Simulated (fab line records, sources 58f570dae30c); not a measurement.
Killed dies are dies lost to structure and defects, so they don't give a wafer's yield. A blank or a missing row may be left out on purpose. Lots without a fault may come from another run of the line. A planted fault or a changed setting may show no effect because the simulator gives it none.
fab line records | flow berkeley_cmos170 | part 2 of 2: steps 26 to 37 of 37
record lots=5 wafers=15 last_day=15
route steps=331 shown START@5 ZERO@6 NWELL@14 PWELL@34
lots that met no fault: from a run of the same line without faults
start_h: hours from the record's first day to the start of the lot's first wafer shown | wait_h: hours since the lot's step before | " the same as in the row above | L1.1+2: a row that stands for several wafers | - no value, or no start given | * or withheld: withheld | < > ~ a bound
route shown NAME@n: a module of which the file shows steps, and the number in the route of the first | usual: mean/standard deviation of fault-free wafers | same: alike in all rows | chamber/n: place in a boat | sites: the reading at each site | _std_site: their standard deviation | _edge_site: outer sites' mean less inner sites' | radius_mm: how far each site lies from the wafer's centre | mask NAME#n: copy n | behind: the tool/chamber that last shaped the wafer | hold: why the lot was held/for how many hours/how that ended | device: the transistor (n, p or np) that didn't switch | end of line: the same wafers' tests at the end of the route | a step without rows: its recipe alone | killed: dies lost to structure and defects at the first sort, not the wafer's yield | map: a wafer's dies, x killed, . not, _ none there
set.NAME: the setting as run; set.NAME@STEP: as run at that earlier step | model.NAME: the simulator's own value behind a step, which no gauge read
lots at some steps of the route; a table a step, a row a wafer
services: from which hour (start_h, from the record's first day; less than 0 if before it) a tool's chamber was out of use, for how many hours, and why
## steps
# step UCB170_NWELL_TW_MEAS_16
# usual NWELL_TW=1242/9.8
# columns lot.wafer tool chamber start_h wait_h NWELL_TW
L084.2 film_metro-03 - 90.16 0.1 1243
L084.3 " - " " 1246
L084.5 " - " " 1247
L087.1 film_metro-03 - 105.13 0.1 1246
L087.2 " - " " 1253
L087.3 " - " " 1252
L092.1 film_metro-04 - 126.37 0.1 1245
L092.5 " - " " 1240
L092.6 " - " " 1248
L096.1 film_metro-03 - 144.60 0.1 1259
L096.2 " - " " 1257
L096.4 " - " " 1250
L097.2 film_metro-04 - 153.51 0.1 1239
L097.3 " - " " 1237
L097.4 " - " " 1243
# step UCB170_NWELL_CLEAN_17
# recipe chemistry=SPM temp_c=120 time_s=600
# usual temp_c=119.98/0.13
# columns lot.wafer tool chamber start_h wait_h temp_c
L084.2 wet_bench-02 1 90.21 0.0 120.06
L084.3 " 1 " " 119.84
L084.5 " 1 " " 119.91
L087.1 wet_bench-04 3 105.29 0.2 120.06
L087.2 " 3 " " 119.94
L087.3 " 3 " " 120.15
L092.1 wet_bench-01 1 126.43 0.1 120.11
L092.5 " 1 " " 119.90
L092.6 " 1 " " 119.84
L096.1 wet_bench-01 2 144.66 0.1 120.03
L096.2 " 2 " " 119.96
L096.4 " 2 " " 120.19
L097.2 wet_bench-04 3 153.56 0.0 120.06
L097.3 " 3 " " 119.75
L097.4 " 3 " " 119.67
# step UCB170_NWELL_WET_ETCH_18
# recipe chemistry=H3PO4 target=Si3N4 temp_c=160 time_s=14400
# usual temp_c=159.94/0.13
# columns lot.wafer tool chamber start_h wait_h temp_c
L084.2 wet_bench-02 2 90.38 0.0 159.97
L084.3 " 2 " " 159.76
L084.5 " 2 " " 159.65
L087.1 wet_bench-04 2 105.46 0.0 159.97
L087.2 " 2 " " 160.21
L087.3 " 2 " " 160.00
L092.1 wet_bench-01 0 126.62 0.0 159.99
L092.5 " 0 " " 159.94
L092.6 " 0 " " 159.90
L096.1 wet_bench-04 1 144.83 0.0 159.83
L096.2 " 1 " " 159.91
L096.4 " 1 " " 159.81
L097.2 wet_bench-04 1 153.73 0.0 159.88
L097.3 " 1 " " 159.84
L097.4 " 1 " " 159.93
# step UCB170_NWELL_WET_ETCH_19
# recipe chemistry=BOE dilution=5:1 target=SiO2 temp_c=25 time_s=22
# usual temp_c=25.01/0.11
# columns lot.wafer tool chamber start_h wait_h temp_c
L084.2 wet_bench-01 0 94.39 0.0 25.14
L084.3 " 0 " " 24.84
L084.5 " 0 " " 25.00
L087.1 wet_bench-02 1 109.90 0.4 25.17
L087.2 " 1 " " 25.22
L087.3 " 1 " " 25.25
L092.1 wet_bench-04 3 130.99 0.0 24.85
L092.5 " 3 " " 25.01
L092.6 " 3 " " 24.93
L096.1 wet_bench-04 0 148.90 0.1 25.03
L096.2 " 0 " " 25.07
L096.4 " 0 " " 25.14
L097.2 wet_bench-04 3 157.75 0.0 24.98
L097.3 " 3 " " 25.02
L097.4 " 3 " " 25.08
# step UCB170_PWELL_CLEAN_00
# recipe chemistry=SPM temp_c=120 time_s=600
# usual temp_c=119.99/0.16
# columns lot.wafer tool chamber start_h wait_h temp_c
L084.2 wet_bench-02 3 94.41 0.0 120.22
L084.3 " 3 " " 120.18
L084.5 " 3 " " 120.11
L087.1 wet_bench-04 2 110.06 0.1 120.16
L087.2 " 2 " " 120.05
L087.3 " 2 " " 120.10
L092.1 wet_bench-04 1 131.01 0.0 119.80
L092.5 " 1 " " 119.87
L092.6 " 1 " " 119.84
L096.1 wet_bench-02 0 148.92 0.0 119.85
L096.2 " 0 " " 120.00
L096.4 " 0 " " 119.95
L097.2 wet_bench-01 0 157.76 0.0 119.88
L097.3 " 0 " " 119.98
L097.4 " 0 " " 119.83
# step UCB170_PWELL_CLEAN_01
# recipe chemistry=dHF dilution=25:1 time_s=60
# columns lot.wafer tool chamber start_h wait_h
L084.2+3+5 wet_bench-02 1 94.58 0.0
L087.1+2+3 wet_bench-04 0 110.67 0.4
L092.1+5+6 wet_bench-04 0 131.18 0.0
L096.1+2+4 wet_bench-04 1 149.09 0.0
L097.2+3+4 wet_bench-04 1 157.94 0.0
# step UCB170_PWELL_OXIDATION_02
# recipe temp_c=1000 ambient=O2 target_thk_a=264 ox_time_s=1260
# columns lot.wafer tool chamber start_h wait_h
L084.2+3+5 furnace-01 0 95.10 0.5
L087.1+2+3 furnace-02 0 113.58 2.9
L092.1+5+6 furnace-01 0 136.12 4.9
L096.1+2+4 furnace-04 0 152.14 3.0
L097.2+3+4 furnace-02 0 162.99 5.0
# step UCB170_PWELL_THK_MEAS_03
# recipe reads=SiO2_of_PWELL_OXIDATION_02
# usual PWELL_OXIDE_THK=26.3/0.52
# columns lot.wafer tool chamber start_h wait_h PWELL_OXIDE_THK[nm]
L084.2 film_metro-01 - 96.46 0.0 26.0
L084.3 " - " " 26.2
L084.5 " - " " 26.2
L087.1 film_metro-03 - 114.93 0.0 26.4
L087.2 " - " " 26.3
L087.3 " - " " 26.3
L092.1 film_metro-01 - 137.47 0.0 26.9
L092.5 " - " " 26.9
L092.6 " - " " 26.6
L096.1 film_metro-03 - 153.49 0.0 26.5
L096.2 " - " " 26.5
L096.4 " - " " 26.6
L097.2 film_metro-01 - 164.35 0.0 26.3
L097.3 " - " " 26.5
L097.4 " - " " 26.6
# step UCB170_PWELL_ANNEAL_04
# recipe temp_c=1000 time_s=900 ambient=N2
# columns lot.wafer tool chamber start_h wait_h
L084.2+3+5 furnace-02 0 102.14 5.7
L087.1+2+3 furnace-02 0 118.86 3.9
L092.1+5+6 furnace-04 0 140.64 3.2
L096.1+2+4 furnace-01 0 158.28 4.8
L097.2+3+4 furnace-02 0 171.55 7.2
# step UCB170_PWELL_CVD_05
# recipe material=Si3N4 target_thk_nm=220 temp_c=800 precursor=SiH2Cl2/NH3 time_s=3300 pressure_mtorr=200 sih2cl2_flow_sccm=25 nh3_flow_sccm=75
# usual pressure_mtorr=200.1/0.39
# columns lot.wafer tool chamber start_h wait_h pressure_mtorr
L084.2 lpcvd-02 0 103.39 0.0 200.0
L084.3 " 0 " " 199.9
L084.5 " 0 " " 200.3
L087.1 lpcvd-01 0 120.11 0.0 200.1
L087.2 " 0 " " 199.5
L087.3 " 0 " " 199.6
L092.1 lpcvd-01 1 141.89 0.0 200.1
L092.5 " 1 " " 200.3
L092.6 " 1 " " 199.6
L096.1 lpcvd-02 0 159.53 0.0 200.1
L096.2 " 0 " " 199.8
L096.4 " 0 " " 200.4
L097.2 lpcvd-01 0 172.80 0.0 200.2
L097.3 " 0 " " 200.7
L097.4 " 0 " " 200.5
# step UCB170_PWELL_THK_MEAS_06
# recipe reads=Si3N4_of_PWELL_CVD_05
# usual PWELL_NITRIDE_THK=219.9/1.9
# columns lot.wafer tool chamber start_h wait_h PWELL_NITRIDE_THK[nm]
L084.2 film_metro-03 - 105.32 0.0 216.2
L084.3 " - " " 216.4
L084.5 " - " " 216.3
L087.1 film_metro-04 - 122.03 0.0 220.4
L087.2 " - " " 220.1
L087.3 " - " " 219.9
L092.1 film_metro-01 - 143.81 0.0 217.6
L092.5 " - " " 221.1
L092.6 " - " " 219.7
L096.1 film_metro-03 - 161.56 0.1 220.6
L096.2 " - " " 221.1
L096.4 " - " " 221.1
L097.2 film_metro-01 - 174.73 0.0 217.7
L097.3 " - " " 216.8
L097.4 " - " " 217.7
# step UCB170_PWELL_HMDS_07
# recipe prime_time_s=60 prime_temp_c=100
# usual prime_temp_c=99.99/0.11 resist_line_temp_C=23.00/0.1
# same prime_time_s=60
# columns lot.wafer tool chamber start_h wait_h prime_temp_c resist_line_temp_C
L084.2 litho_track-02 0 105.39 0.1 100.11 22.96
L084.3 " 0 " " 99.99 22.93
L084.5 " 0 " " 99.93 22.94
L087.1 litho_track-04 0 122.43 0.4 99.92 23.08
L087.2 " 0 " " 100.02 23.09
L087.3 " 0 " " 99.96 22.97
L092.1 litho_track-04 0 144.21 0.4 100.11 22.93
L092.5 " 0 " " 99.80 22.92
L092.6 " 0 " " 99.97 23.08
L096.1 litho_track-01 0 162.64 1.1 99.70 23.13
L096.2 " 0 " " 99.83 22.93
L096.4 " 0 " " 100.01 23.09
L097.2 litho_track-02 0 174.81 0.1 99.88 23.05
L097.3 " 0 " " 99.76 23.12
L097.4 " 0 " " 99.79 23.01
## services
# columns tool chamber start_h hours kind
rie_diel-02 1 50.00 4.0 repair
furnace-04 - 50.81 4.3 pm
plasma_asher-03 - 51.05 2.8 pm
krf_scanner-02 - 59.70 1.3 pm
krf_scanner-01 - 64.18 0.8 pm
rie_diel-03 1 81.54 7.9 repair
krf_scanner-01 - 81.73 4.4 pm
furnace-01 - 82.80 1.5 pm
furnace-04 - 84.99 3.5 pm
implanter-03 - 90.27 10.9 repair
krf_scanner-02 - 93.19 0.8 pm
krf_scanner-01 - 98.50 7.2 repair
rie_diel-03 0 100.45 2.7 repair
krf_scanner-01 - 101.96 0.6 repair
krf_scanner-01 - 105.65 1.0 pm
rie_diel-03 2 129.35 3.7 repair
wet_bench-02 - 130.39 1.1 repair
furnace-01 - 131.76 3.1 pm
wet_bench-04 - 134.29 1.9 pm
rie_diel-03 3 151.50 6.1 repair
krf_scanner-02 - 163.75 1.0 pm
furnace-02 - 164.34 4.0 pm
rie_diel-03 0 166.88 1.8 repair
furnace-04 - 170.51 52.3 pm
